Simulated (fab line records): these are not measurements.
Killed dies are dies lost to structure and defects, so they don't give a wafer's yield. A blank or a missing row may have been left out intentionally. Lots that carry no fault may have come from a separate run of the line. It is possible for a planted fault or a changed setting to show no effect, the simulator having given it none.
Which tool did it? + flow berkeleyCmos170 + 7 lots with 21 wafers sampled at 2 steps, on a route of 331 steps

== WHAT THE GAUGES READ, wafer by wafer ==
UCB170_PSD_CD_MEAS_06 targets a cd of 1200 nm.
| lot  | measured     | on       | cdNm (nm)            |
|------|--------------|----------|----------------------|
| L600 | day 8 02:31  | cdSem-02 | 1199.1 1199.1 1198.8 |
| L602 | day 8 08:44  | cdSem-02 | 1199.6 1201.3 1200.7 |
| L605 | day 8 21:57  | cdSem-02 | 1199.7 1200.1 1201.6 |
| L607 | day 9 14:10  | cdSem-02 | 1197.7 1197.4 1198.0 |
| L617 | day 11 15:25 | cdSem-02 | 1199.5 1200.3 1199.6 |
| L620 | day 12 14:58 | cdSem-01 | 1198.2 1199.4 1198.3 |
| L619 | day 12 15:50 | cdSem-02 | 1199.3 1201.5 1199.9 |

== EACH LOT AND THE TOOL THAT RAN IT (in order: tool; ch and the chambers of the sampled wafers; start) ==
| lot  | UCB170_PSD_PEB_04                |
|------|----------------------------------|
| L600 | lithoTrack-02 ch 0, day 8 02:14  |
| L602 | lithoTrack-03 ch 0, day 8 08:28  |
| L605 | lithoTrack-02 ch 0, day 8 21:41  |
| L607 | lithoTrack-02 ch 0, day 9 13:53  |
| L617 | lithoTrack-03 ch 0, day 11 15:08 |
| L620 | lithoTrack-03 ch 0, day 12 14:41 |
| L619 | lithoTrack-03 ch 0, day 12 15:34 |
- UCB170_PSD_PEB_04

== THE ANSWER, worked out from the rows above alone ==
Rule: what is usual is taken from the lots themselves. The widest of any qualifying gaps counts: lots, ordered by their means at a reading, are off when they make up no more than a third of the lots, leave a main group of 4 or more, and stand apart from it by 3 or more times the standard deviation of that group's means. A main group is skipped when, at the precision printed for the reading in the tables above, its means are all equal. A lot without any number at a reading at which 4 lots or more have one is off too. All remaining lots with rows at the step are treated as sound.
Nothing can be told from this: no lot is off at any reading shown.

== WHAT THE SIMULATOR HAD PUT IN ==
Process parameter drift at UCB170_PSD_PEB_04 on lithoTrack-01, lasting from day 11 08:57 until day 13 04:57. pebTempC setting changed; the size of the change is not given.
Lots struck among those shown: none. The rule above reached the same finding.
